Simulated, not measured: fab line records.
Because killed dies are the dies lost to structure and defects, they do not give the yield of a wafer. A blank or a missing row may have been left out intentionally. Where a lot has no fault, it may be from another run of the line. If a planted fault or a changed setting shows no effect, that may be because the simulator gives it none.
fab line records	flow rit_cmos
record lots=14	wafers=42	last_day=7
route steps=202 shown ACTIVE@5 PLDD@122 SILICIDE@167 M1@202
lots untouched by any fault: they come from a run of this same line in which no faults occurred
start_h: hours from the record's first day to the start of the lot's first wafer shown	wait_h: hours since the lot's step before	" as in the row above	L1.1+2: several wafers, shown together as one row	- no value, or no start given	* or withheld: withheld	< > ~ a bound
route shown NAME@n: a module of which the file shows steps, and the number in the route of the first	usual: average and standard deviation across the fault-free wafers	same: alike in all rows	chamber/n: place in a boat	sites: the reading at each site	_std_site: the standard deviation of these	_edge_site: mean of outer sites minus mean of inner sites	radius_mm: how far each site lies from the wafer's centre	mask NAME#n: copy n	behind: the most recent tool/chamber to have shaped the wafer	hold: what put the lot on hold/how long, in hours/how the hold closed	device: names the non-switching transistor (n, p or np)	end of line: the tests these same wafers got at the end of their route	where a step has no rows: the recipe by itself	killed: the dies lost at the first sort to structure and to defects; this is not the yield of the wafer	map: a wafer's dies, x killed, . not, _ none there
set.NAME: the run value of the setting; set.NAME@STEP: its run value at that earlier step	model.NAME: the simulator's own value behind a step, which no gauge read
the route's steps for a sample of lots (tables are steps, rows are wafers)
services: a tool's chamber out of use, with start hour (start_h, from the record's first day; less than 0 if before it), hours out, and reason
## steps
# step RIT_ACTIVE_THK_MEAS_04
# recipe reads=Si3N4_of_ACTIVE_CVD_03
# usual ACTIVE_NITRIDE_THK=150.2/1.3
lot.wafer	tool	chamber	start_h	wait_h	ACTIVE_NITRIDE_THK[nm]
L332.1	film_metro-03	-	13.53	0.0	150.6
L332.2	"	-	"	"	151.4
L332.5	"	-	"	"	150.1
L333.2	film_metro-03	-	18.54	0.0	147.1
L333.5	"	-	"	"	147.8
L333.6	"	-	"	"	148.5
L334.1	film_metro-03	-	23.53	0.0	149.1
L334.4	"	-	"	"	150.2
L334.5	"	-	"	"	151.3
L335.1	film_metro-02	-	28.53	0.0	151.4
L335.5	"	-	"	"	152.1
L335.6	"	-	"	"	151.1
L337.1	film_metro-03	-	38.53	0.0	149.3
L337.2	"	-	"	"	148.7
L337.4	"	-	"	"	149.0
L338.3	film_metro-03	-	43.55	0.0	149.8
L338.4	"	-	"	"	148.4
L338.6	"	-	"	"	148.8
L339.1	film_metro-03	-	50.52	0.0	150.3
L339.2	"	-	"	"	149.9
L339.5	"	-	"	"	150.6
L341.1	film_metro-04	-	58.53	0.0	150.4
L341.2	"	-	"	"	150.0
L341.4	"	-	"	"	149.6
L342.1	film_metro-03	-	63.53	0.0	150.8
L342.4	"	-	"	"	152.8
L342.6	"	-	"	"	151.1
L344.1	film_metro-03	-	74.57	0.0	150.8
L344.2	"	-	"	"	150.4
L344.4	"	-	"	"	150.5
L345.2	film_metro-04	-	78.80	0.0	150.7
L345.3	"	-	"	"	150.8
L345.5	"	-	"	"	150.4
L352.1	film_metro-02	-	113.89	0.0	148.0
L352.2	"	-	"	"	148.2
L352.3	"	-	"	"	149.9
L353.4	film_metro-03	-	119.05	0.0	148.7
L353.5	"	-	"	"	148.6
L353.6	"	-	"	"	148.1
L354.2	film_metro-04	-	123.54	0.0	149.5
L354.3	"	-	"	"	148.5
L354.4	"	-	"	"	150.1
# step RIT_ACTIVE_CD_MEAS_11
# recipe target_cd_nm=1400
# usual cd_nm=1400.3/2.3
lot.wafer	tool	chamber	start_h	wait_h	cd_nm
L332.1	cd_sem-01	-	14.56	-	1400.0
L332.2	"	-	"	"	1401.4
L332.5	"	-	"	"	1400.2
L333.2	cd_sem-01	-	19.46	-	1402.1
L333.5	"	-	"	"	1404.2
L333.6	"	-	"	"	1403.2
L334.1	cd_sem-01	-	24.63	-	1399.7
L334.4	"	-	"	"	1397.4
L334.5	"	-	"	"	1400.2
L335.1	cd_sem-01	-	29.44	-	1400.6
L335.5	"	-	"	"	1399.0
L335.6	"	-	"	"	1396.5
L337.1	cd_sem-02	-	39.44	-	1401.7
L337.2	"	-	"	"	1402.7
L337.4	"	-	"	"	1404.0
L338.3	cd_sem-01	-	44.48	-	1401.3
L338.4	"	-	"	"	1404.2
L338.6	"	-	"	"	1405.1
L339.1	cd_sem-02	-	51.55	-	1396.4
L339.2	"	-	"	"	1397.0
L339.5	"	-	"	"	1396.6
L341.1	cd_sem-01	-	59.44	-	1398.4
L341.2	"	-	"	"	1399.7
L341.4	"	-	"	"	1397.6
L342.1	cd_sem-01	-	64.56	-	1402.2
L342.4	"	-	"	"	1401.3
L342.6	"	-	"	"	1399.7
L344.1	cd_sem-02	-	75.48	-	1401.1
L344.2	"	-	"	"	1402.4
L344.4	"	-	"	"	1403.2
L345.2	cd_sem-01	-	79.72	-	1401.6
L345.3	"	-	"	"	1403.0
L345.5	"	-	"	"	1402.8
L352.1	cd_sem-01	-	114.80	-	1401.2
L352.2	"	-	"	"	1400.9
L352.3	"	-	"	"	1400.9
L353.4	cd_sem-01	-	120.14	-	1404.2
L353.5	"	-	"	"	1401.4
L353.6	"	-	"	"	1400.7
L354.2	cd_sem-01	-	124.58	-	1399.5
L354.3	"	-	"	"	1402.4
L354.4	"	-	"	"	1400.4
# step RIT_PLDD_IMPLANT_08
# recipe species=BF2	energy_kev=20.28	dose_cm2=9e+14	tilt_deg=7
# usual dose_ions_cm2=9e+14/1e+12	end_station_pressure_torr=7.3e-06/3.9e-07	faraday_current_uA=2816/55
lot.wafer	tool	chamber	start_h	wait_h	dose_ions_cm2	end_station_pressure_torr	faraday_current_uA
L332.1	implanter-03	0	42.76	0.1	8.991e+14	7e-06	2819
L332.2	"	0	"	"	9.003e+14	7.5e-06	2759
L332.5	"	0	"	"	9.007e+14	6.8e-06	2871
L333.2	implanter-01	0	48.88	0.1	9.001e+14	7.5e-06	2884
L333.5	"	0	"	"	9.009e+14	7.1e-06	2858
L333.6	"	0	"	"	9.012e+14	7.5e-06	2759
L334.1	implanter-03	0	57.42	0.1	8.987e+14	7.2e-06	2837
L334.4	"	0	"	"	8.989e+14	7e-06	2854
L334.5	"	0	"	"	8.989e+14	8e-06	2883
L335.1	implanter-03	0	59.60	0.1	8.988e+14	7.2e-06	2728
L335.5	"	0	"	"	9.008e+14	7.9e-06	2802
L335.6	"	0	"	"	9.007e+14	7.4e-06	2835
L337.1	implanter-02	0	69.00	0.1	8.997e+14	7.6e-06	2757
L337.2	"	0	"	"	8.998e+14	7.2e-06	2759
L337.4	"	0	"	"	9.003e+14	6.5e-06	2808
L338.3	implanter-03	0	73.93	0.1	9.008e+14	7.4e-06	2856
L338.4	"	0	"	"	9.006e+14	7e-06	2793
L338.6	"	0	"	"	9.004e+14	7.1e-06	2729
L339.1	implanter-02	0	83.15	0.1	8.99e+14	7.4e-06	2773
L339.2	"	0	"	"	8.985e+14	6.8e-06	2726
L339.5	"	0	"	"	8.993e+14	7.6e-06	2833
L341.1	implanter-03	0	88.40	0.1	9.009e+14	7.2e-06	2824
L341.2	"	0	"	"	8.995e+14	7.9e-06	2815
L341.4	"	0	"	"	8.999e+14	7.7e-06	2764
L342.1	implanter-03	0	93.68	0.1	9.008e+14	7.9e-06	2791
L342.4	"	0	"	"	9.007e+14	7.2e-06	2842
L342.6	"	0	"	"	9.024e+14	7.5e-06	2837
L344.1	implanter-01	0	106.52	0.1	8.992e+14	7.2e-06	2788
L344.2	"	0	"	"	8.999e+14	8.1e-06	2764
L344.4	"	0	"	"	9.006e+14	7.5e-06	2814
L345.2	implanter-02	0	113.10	0.1	9.008e+14	7.3e-06	2837
L345.3	"	0	"	"	9.001e+14	6.9e-06	2852
L345.5	"	0	"	"	9.031e+14	6.9e-06	2774
L352.1	implanter-03	0	146.71	0.1	1.4395e+15	8.2e-06	4392
L352.2	"	0	"	"	1.4385e+15	8.5e-06	4553
L352.3	"	0	"	"	1.4387e+15	7.9e-06	4481
L353.4	implanter-03	0	149.11	0.1	1.4401e+15	9.3e-06	4516
L353.5	"	0	"	"	1.4392e+15	8.2e-06	4550
L353.6	"	0	"	"	1.4386e+15	9.1e-06	4550
L354.2	implanter-02	0	153.19	0.1	8.997e+14	7.1e-06	2769
L354.3	"	0	"	"	9e+14	7.6e-06	2849
L354.4	"	0	"	"	9.014e+14	6.9e-06	2829
# step RIT_PLDD_TW_MEAS_10
# usual PLDD_TW=2393/16
lot.wafer	tool	chamber	start_h	wait_h	hold	PLDD_TW
L332.1	film_metro-04	-	43.09	0.1	-	2421
L332.2	"	-	"	"	-	2411
L332.5	"	-	"	"	-	2409
L333.2	film_metro-03	-	49.19	0.1	-	2372
L333.5	"	-	"	"	-	2393
L333.6	"	-	"	"	-	2372
L334.1	film_metro-04	-	57.74	0.1	-	2407
L334.4	"	-	"	"	-	2421
L334.5	"	-	"	"	-	2404
L335.1	film_metro-02	-	59.92	0.1	-	2388
L335.5	"	-	"	"	-	2394
L335.6	"	-	"	"	-	2387
L337.1	film_metro-03	-	69.32	0.1	-	2371
L337.2	"	-	"	"	-	2385
L337.4	"	-	"	"	-	2380
L338.3	film_metro-04	-	74.26	0.1	-	2395
L338.4	"	-	"	"	-	2404
L338.6	"	-	"	"	-	2400
L339.1	film_metro-04	-	83.48	0.1	-	2403
L339.2	"	-	"	"	-	2399
L339.5	"	-	"	"	-	2394
L341.1	film_metro-03	-	88.72	0.1	-	2369
L341.2	"	-	"	"	-	2369
L341.4	"	-	"	"	-	2372
L342.1	film_metro-03	-	94.01	0.1	-	2366
L342.4	"	-	"	"	-	2359
L342.6	"	-	"	"	-	2363
L344.1	film_metro-04	-	106.85	0.1	-	2412
L344.2	"	-	"	"	-	2405
L344.4	"	-	"	"	-	2411
L345.2	film_metro-04	-	113.41	0.1	-	2424
L345.3	"	-	"	"	-	2422
L345.5	"	-	"	"	-	2420
L352.1	film_metro-02	-	147.04	0.1	await_dispo/0.2h/release	2653
L352.2	"	-	"	"	await_dispo/0.2h/release	2658
L352.3	"	-	"	"	await_dispo/0.2h/release	2669
L352.1	film_metro-02	-	147.27	0.2	-	2660
L352.2	"	-	"	"	-	2664
L352.3	"	-	"	"	-	2658
L353.4	film_metro-03	-	149.39	0.1	await_dispo/0.2h/release	2662
L353.5	"	-	"	"	await_dispo/0.2h/release	2675
L353.6	"	-	"	"	await_dispo/0.2h/release	2669
L353.4	film_metro-03	-	149.62	0.2	-	2658
L353.5	"	-	"	"	-	2666
L353.6	"	-	"	"	-	2676
L354.2	film_metro-02	-	153.50	0.1	-	2391
L354.3	"	-	"	"	-	2382
L354.4	"	-	"	"	-	2394
# step RIT_SDANNEAL_RS_MEAS_06
# recipe thk_meas_gauge=four-point-probe
# usual PLDD_RS=177.8/0.49
lot.wafer	tool	chamber	start_h	wait_h	hold	PLDD_RS[ohm/sq]
L332.1	film_metro-04	-	49.95	0.1	-	177.9
L332.2	"	-	"	"	-	178.1
L332.5	"	-	"	"	-	178.3
L333.2	film_metro-03	-	56.12	0.1	-	178.3
L333.5	"	-	"	"	-	178.9
L333.6	"	-	"	"	-	178.3
L334.1	film_metro-03	-	64.03	0.1	-	177.8
L334.4	"	-	"	"	-	177.9
L334.5	"	-	"	"	-	177.6
L335.1	film_metro-04	-	66.32	0.1	-	177.1
L335.5	"	-	"	"	-	177.7
L335.6	"	-	"	"	-	177.5
L337.1	film_metro-04	-	75.51	0.1	-	177.2
L337.2	"	-	"	"	-	177.9
L337.4	"	-	"	"	-	177.6
L338.3	film_metro-03	-	81.81	0.1	-	177.6
L338.4	"	-	"	"	-	177.5
L338.6	"	-	"	"	-	177.4
L339.1	film_metro-04	-	90.46	0.1	-	177.8
L339.2	"	-	"	"	-	178.1
L339.5	"	-	"	"	-	178.0
L341.1	film_metro-04	-	95.90	0.1	-	177.5
L341.2	"	-	"	"	-	177.1
L341.4	"	-	"	"	-	177.5
L342.1	film_metro-04	-	100.62	0.1	-	178.3
L342.4	"	-	"	"	-	178.4
L342.6	"	-	"	"	-	178.1
L344.1	film_metro-04	-	114.23	0.1	-	177.8
L344.2	"	-	"	"	-	177.9
L344.4	"	-	"	"	-	178.1
L345.2	film_metro-02	-	120.73	0.1	-	177.0
L345.3	"	-	"	"	-	177.5
L345.5	"	-	"	"	-	177.2
L353.4	film_metro-04	-	159.60	0.2	await_dispo/0.2h/release	156.5
L353.5	"	-	"	"	await_dispo/0.2h/release	155.5
L353.6	"	-	"	"	await_dispo/0.2h/release	155.9
L353.4	film_metro-04	-	159.88	0.3	-	156.4
L353.5	"	-	"	"	-	155.7
L353.6	"	-	"	"	-	155.8
L354.2	film_metro-02	-	160.65	0.1	-	178.5
L354.3	"	-	"	"	-	178.2
L354.4	"	-	"	"	-	178.4
L352.1	film_metro-04	-	160.99	0.2	await_dispo/0.2h/release	156.9
L352.2	"	-	"	"	await_dispo/0.2h/release	156.0
L352.3	"	-	"	"	await_dispo/0.2h/release	156.3
L352.1	film_metro-04	-	161.27	0.3	-	156.9
L352.2	"	-	"	"	-	156.2
L352.3	"	-	"	"	-	156.2
# step RIT_SILICIDE_RTA_06
# recipe temp_c=750	time_s=10	idle_temp_c=25	ramp_up_s=5	ramp_down_s=10	cool_to_c=25	ambient=N2
# usual wafer_temp_C_max=754.5/1.1
lot.wafer	tool	chamber	start_h	wait_h	wafer_temp_C_max
L332.1	rtp_anneal-02	0	50.64	0.0	755.9
L332.2	"	0	"	"	756.9
L332.5	"	0	"	"	755.2
L333.2	rtp_anneal-01	0	56.80	0.0	753.7
L333.5	"	0	"	"	754.8
L333.6	"	0	"	"	754.7
L334.1	rtp_anneal-02	0	64.72	0.0	753.3
L334.4	"	0	"	"	755.3
L334.5	"	0	"	"	753.7
L335.1	rtp_anneal-01	0	67.01	0.0	753.9
L335.5	"	0	"	"	754.8
L335.6	"	0	"	"	754.9
L337.1	rtp_anneal-01	0	76.20	0.0	754.8
L337.2	"	0	"	"	755.1
L337.4	"	0	"	"	753.3
L338.3	rtp_anneal-02	0	82.50	0.0	756.0
L338.4	"	0	"	"	754.1
L338.6	"	0	"	"	756.3
L339.1	rtp_anneal-01	0	91.15	0.0	753.3
L339.2	"	0	"	"	754.4
L339.5	"	0	"	"	754.1
L341.1	rtp_anneal-01	0	96.59	0.0	755.0
L341.2	"	0	"	"	754.5
L341.4	"	0	"	"	753.5
L342.1	rtp_anneal-02	0	101.31	0.0	756.2
L342.4	"	0	"	"	755.5
L342.6	"	0	"	"	756.7
L344.1	rtp_anneal-02	0	114.92	0.0	756.7
L344.2	"	0	"	"	758.0
L344.4	"	0	"	"	753.9
L345.2	rtp_anneal-01	0	121.41	0.0	753.8
L345.3	"	0	"	"	753.6
L345.5	"	0	"	"	754.1
L354.2	rtp_anneal-02	0	161.34	0.0	755.1
L354.3	"	0	"	"	754.5
L354.4	"	0	"	"	754.9
L352.1	rtp_anneal-02	0	165.25	0.0	754.5
L352.2	"	0	"	"	755.8
L352.3	"	0	"	"	754.2
# step RIT_M1_PROBE_99
# usual killed_at_M0_to_M3=0.1/0.34	killed_at_contacts=0.1/0.26	killed_at_front_end=7/3.1	killed_dies=7/3.1	killed_on_rim=1.9/1.5	killed_open=3.5/1.9	killed_short=3.4/2.1
# same gross_dies=264	killed_at_M4_up=0	killed_at_back_side=0	killed_at_other=0
lot.wafer	tool	chamber	start_h	wait_h	killed_at_M0_to_M3	killed_at_contacts	killed_at_front_end	killed_dies	killed_on_rim	killed_open	killed_short
L332.1	prober-01	-	58.45	0.1	0	0	6	6	0	4	2
L332.2	prober-01	-	58.50	0.1	0	0	7	7	2	2	5
L332.5	prober-01	-	58.65	0.2	0	0	7	7	2	4	3
L333.2	prober-01	-	63.79	0.1	2	0	10	12	5	4	6
L333.5	prober-01	-	63.94	0.2	0	0	7	7	2	3	4
L333.6	prober-01	-	63.99	0.2	3	0	2	5	0	1	1
L334.1	prober-02	-	72.77	0.1	0	0	14	14	2	5	9
L334.4	prober-02	-	72.92	0.2	0	0	12	12	2	7	5
L334.5	prober-02	-	72.97	0.2	0	0	2	2	0	0	1
L335.1	prober-01	-	74.27	0.1	0	0	6	6	1	2	4
L335.5	prober-01	-	74.47	0.2	0	0	5	5	2	4	1
L335.6	prober-01	-	74.52	0.2	0	0	8	8	6	2	6
L337.1	prober-01	-	83.67	0.1	0	0	3	3	0	1	2
L337.2	prober-01	-	83.72	0.1	0	0	5	5	2	2	3
L337.4	prober-01	-	83.82	0.2	0	0	5	5	3	3	2
L338.3	prober-02	-	89.20	0.2	0	0	15	15	4	7	8
L338.4	prober-02	-	89.25	0.2	0	0	9	9	1	6	3
L338.6	prober-02	-	89.35	0.2	0	0	8	8	4	4	4
L339.1	prober-01	-	98.85	0.1	0	0	6	6	3	4	2
L339.2	prober-01	-	98.90	0.1	0	0	12	12	5	3	9
L339.5	prober-01	-	99.05	0.2	0	0	5	5	0	4	1
L341.1	prober-01	-	106.17	0.1	0	0	12	12	4	9	3
L341.2	prober-01	-	106.22	0.1	0	0	9	9	4	3	6
L341.4	prober-01	-	106.32	0.2	0	0	5	5	2	2	3
L342.1	prober-02	-	107.92	0.1	0	0	3	3	0	1	2
L342.4	prober-02	-	108.07	0.2	0	0	7	7	2	3	4
L342.6	prober-02	-	108.17	0.2	0	0	6	6	1	3	3
L344.1	prober-02	-	121.97	0.1	0	0	7	7	1	4	3
L344.2	prober-02	-	122.02	0.1	0	1	4	5	1	1	4
L344.4	prober-02	-	122.12	0.2	0	0	3	3	1	2	1
L345.2	prober-01	-	128.15	0.1	0	0	2	2	1	2	0
L345.3	prober-01	-	128.20	0.2	0	0	7	7	2	4	3
L345.5	prober-01	-	128.30	0.2	0	0	6	6	0	2	4
L354.2	prober-02	-	168.36	0.1	0	0	4	4	1	3	1
L354.3	prober-02	-	168.41	0.2	0	0	6	6	1	3	3
L354.4	prober-02	-	168.46	0.2	0	0	7	7	0	4	3
L352.1	prober-02	-	171.73	0.1	0	0	11	11	3	7	4
L352.2	prober-02	-	171.78	0.1	0	2	6	8	5	4	4
L352.3	prober-02	-	171.83	0.2	0	0	9	9	3	5	4
# killed by level:class
L332.1 FOX1:geometric_particle:open=2 REOX:geometric_particle:short=2 FOX2:geometric_particle:open=1 REOX:geometric_particle:open=1
L332.2 SPACER:geometric_particle:short=3 GATE:geometric_particle:short=2 GATE:geometric_particle:open=1 SPACER:geometric_particle:open=1
L332.5 SPACER:geometric_particle:open=2 FOX1:geometric_particle:short=1 GATE:geometric_particle:open=1 GATE:geometric_particle:short=1 REOX:geometric_particle:open=1 SPACER:geometric_particle:short=1
L333.2 GATE:geometric_particle:short=3 FOX1:geometric_particle:open=2 SPACER:geometric_particle:open=2 SILICIDE:geometric_particle:short=2 M1:coat_microbubble_printed=2 REOX:geometric_particle:short=1
L333.5 SPACER:geometric_particle:open=2 FOX1:geometric_particle:short=1 FOX2:geometric_particle:open=1 FOX2:geometric_particle:short=1 GATE:geometric_particle:short=1 SILICIDE:geometric_particle:short=1
L333.6 M1:coat_microbubble_printed=3 GATE:geometric_particle:short=1 SILICIDE:geometric_particle:open=1
L334.1 SILICIDE:geometric_particle:short=3 GATE:geometric_particle:open=2 GATE:geometric_particle:short=2 REOX:geometric_particle:short=2 SILICIDE:geometric_particle:open=2 FOX1:geometric_particle:short=1 FOX2:geometric_particle:open=1 SPACER:geometric_particle:short=1
L334.4 GATE:geometric_particle:short=3 GATE:geometric_particle:open=3 FOX1:geometric_particle:short=1 FOX1:geometric_particle:open=1 FOX2:geometric_particle:open=1 REOX:geometric_particle:open=1 SPACER:geometric_particle:short=1 SILICIDE:geometric_particle:open=1
L334.5 SILICIDE:geometric_particle:short=1 PWELL:coat_microbubble_printed=1
L335.1 FOX1:geometric_particle:short=1 FOX2:geometric_particle:short=1 GATE:geometric_particle:short=1 REOX:geometric_particle:open=1 SPACER:geometric_particle:open=1 SPACER:geometric_particle:short=1
L335.5 SILICIDE:geometric_particle:open=2 FOX2:geometric_particle:short=1 GATE:geometric_particle:open=1 SPACER:geometric_particle:open=1
L335.6 GATE:geometric_particle:short=3 FOX2:geometric_particle:open=1 FOX2:geometric_particle:short=1 REOX:geometric_particle:short=1 SPACER:geometric_particle:open=1 SPACER:geometric_particle:short=1
L337.1 FOX1:geometric_particle:short=1 FOX2:geometric_particle:open=1 GATE:geometric_particle:short=1
L337.2 GATE:geometric_particle:short=2 REOX:geometric_particle:open=1 SPACER:geometric_particle:short=1 SILICIDE:geometric_particle:open=1
L337.4 GATE:geometric_particle:short=1 GATE:geometric_particle:open=1 REOX:geometric_particle:short=1 REOX:geometric_particle:open=1 SPACER:geometric_particle:open=1
L338.3 GATE:geometric_particle:short=5 FOX1:geometric_particle:open=4 FOX2:geometric_particle:open=2 FOX2:geometric_particle:short=1 REOX:geometric_particle:short=1 SPACER:geometric_particle:short=1 SILICIDE:geometric_particle:open=1
L338.4 FOX1:geometric_particle:open=3 FOX1:geometric_particle:short=1 FOX2:geometric_particle:open=1 FOX2:geometric_particle:short=1 REOX:geometric_particle:short=1 REOX:geometric_particle:open=1 SILICIDE:geometric_particle:open=1
L338.6 FOX1:geometric_particle:open=2 REOX:geometric_particle:short=2 FOX1:geometric_particle:short=1 FOX2:geometric_particle:short=1 FOX2:geometric_particle:open=1 GATE:geometric_particle:open=1
L339.1 FOX1:geometric_particle:open=2 FOX2:geometric_particle:short=2 FOX2:geometric_particle:open=1 SILICIDE:geometric_particle:open=1
L339.2 FOX1:geometric_particle:short=3 SPACER:geometric_particle:short=3 GATE:geometric_particle:short=2 FOX2:geometric_particle:open=1 FOX2:geometric_particle:short=1 GATE:geometric_particle:open=1 SILICIDE:geometric_particle:open=1
L339.5 FOX1:geometric_particle:open=2 GATE:geometric_particle:open=2 GATE:geometric_particle:short=1
L341.1 GATE:geometric_particle:open=3 SPACER:geometric_particle:open=3 FOX1:geometric_particle:open=2 GATE:geometric_particle:short=2 FOX2:geometric_particle:open=1 SILICIDE:geometric_particle:short=1
L341.2 SILICIDE:geometric_particle:short=2 FOX1:geometric_particle:open=1 FOX2:geometric_particle:short=1 GATE:geometric_particle:short=1 GATE:geometric_particle:open=1 REOX:geometric_particle:short=1 SPACER:geometric_particle:open=1 SPACER:geometric_particle:short=1
L341.4 SPACER:geometric_particle:short=2 FOX1:geometric_particle:short=1 REOX:geometric_particle:open=1 SPACER:geometric_particle:open=1
L342.1 FOX1:geometric_particle:short=1 GATE:geometric_particle:open=1 SPACER:geometric_particle:short=1
L342.4 REOX:geometric_particle:short=2 FOX1:geometric_particle:short=1 FOX2:geometric_particle:open=1 GATE:geometric_particle:open=1 SPACER:geometric_particle:short=1 SILICIDE:geometric_particle:open=1
L342.6 GATE:geometric_particle:short=2 SPACER:geometric_particle:open=2 GATE:geometric_particle:open=1 SPACER:geometric_particle:short=1
L344.1 FOX1:geometric_particle:open=2 FOX2:geometric_particle:short=2 FOX2:geometric_particle:open=1 GATE:geometric_particle:open=1 SPACER:geometric_particle:short=1
L344.2 REOX:geometric_particle:short=2 GATE:geometric_particle:open=1 SILICIDE:geometric_particle:short=1 CONTACT:geometric_particle:short=1
L344.4 SPACER:geometric_particle:open=1 FOX1:geometric_particle:short=1 GATE:geometric_particle:open=1
L345.2 FOX2:geometric_particle:open=1 GATE:geometric_particle:open=1
L345.3 GATE:geometric_particle:short=2 GATE:geometric_particle:open=2 FOX2:geometric_particle:open=1 SPACER:geometric_particle:short=1 SILICIDE:geometric_particle:open=1
L345.5 FOX1:geometric_particle:short=2 FOX1:geometric_particle:open=1 GATE:geometric_particle:open=1 SPACER:geometric_particle:short=1 SILICIDE:geometric_particle:short=1
L354.2 GATE:geometric_particle:open=3 GATE:geometric_particle:short=1
L354.3 GATE:geometric_particle:short=2 SPACER:geometric_particle:open=2 REOX:geometric_particle:open=1 SILICIDE:geometric_particle:short=1
L354.4 GATE:geometric_particle:short=2 SPACER:geometric_particle:open=2 REOX:geometric_particle:short=1 REOX:geometric_particle:open=1 SILICIDE:geometric_particle:open=1
L352.1 GATE:geometric_particle:open=3 SPACER:geometric_particle:open=3 FOX1:geometric_particle:short=1 FOX2:geometric_particle:open=1 GATE:geometric_particle:short=1 REOX:geometric_particle:short=1 SPACER:geometric_particle:short=1
L352.2 GATE:geometric_particle:open=3 FOX1:geometric_particle:short=1 GATE:geometric_particle:short=1 SILICIDE:geometric_particle:short=1 CONTACT:geometric_particle:short=1 CONTACT:geometric_particle:open=1
L352.3 GATE:geometric_particle:short=4 FOX1:geometric_particle:open=2 GATE:geometric_particle:open=2 REOX:geometric_particle:open=1
## services
tool	chamber	start_h	hours	kind
implanter-02	-	35.10	1.8	repair
implanter-01	-	37.11	2.9	pm
implanter-02	-	57.11	0.7	repair
implanter-03	-	68.71	3.7	repair
implanter-03	-	74.07	4.1	repair
implanter-02	-	113.31	1.8	repair
implanter-03	-	124.08	5.0	pm
implanter-02	-	151.44	1.1	repair
implanter-03	-	152.93	2.1	pm
## key
first_sign step=RIT_PLDD_IMPLANT_08	reading=dose_ions_cm2	direction=up	sigmas=99+	usual=9e+14	struck=1.4391e+15
effect step=RIT_PLDD_IMPLANT_08	reading=faraday_current_uA	direction=up	sigmas=30	usual=2816	struck=4507
effect step=RIT_PLDD_TW_MEAS_10	reading=visit	direction=added
effect step=RIT_PLDD_TW_MEAS_10	reading=PLDD_TW	direction=up	sigmas=17	usual=2393	struck=2664
effect step=RIT_SDANNEAL_RS_MEAS_06	reading=PLDD_RS	direction=down	sigmas=45	usual=177.8	struck=156.2
met_at RIT_PLDD_IMPLANT_08
struck_lots L352,L353
scrapped_behind RIT_SDANNEAL_RS_MEAS_06 L353.4,L353.5,L353.6
tester_left_out L352
not_acting_at RIT_ACTIVE_THK_MEAS_04,RIT_ACTIVE_CD_MEAS_11,RIT_SILICIDE_RTA_06
onset_between 93.68 146.71
fault kind=process_parameter_drift	tool=implanter-03	chamber=-	onset_h=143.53	steps=RIT_PLDD_IMPLANT_08	channel=dose_cm2	offset=5.4e+14	shape=step	end_h=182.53	acts_in=these_recipes_only	stated=9e+14
# tester_left_out: of these lots the tester's yield and bins aren't shown, on N5 and GAA mostly nor the transistor test; their killed dies are dies lost to structure and defects alone, not to doping, threshold or leakage, so they don't give the yield
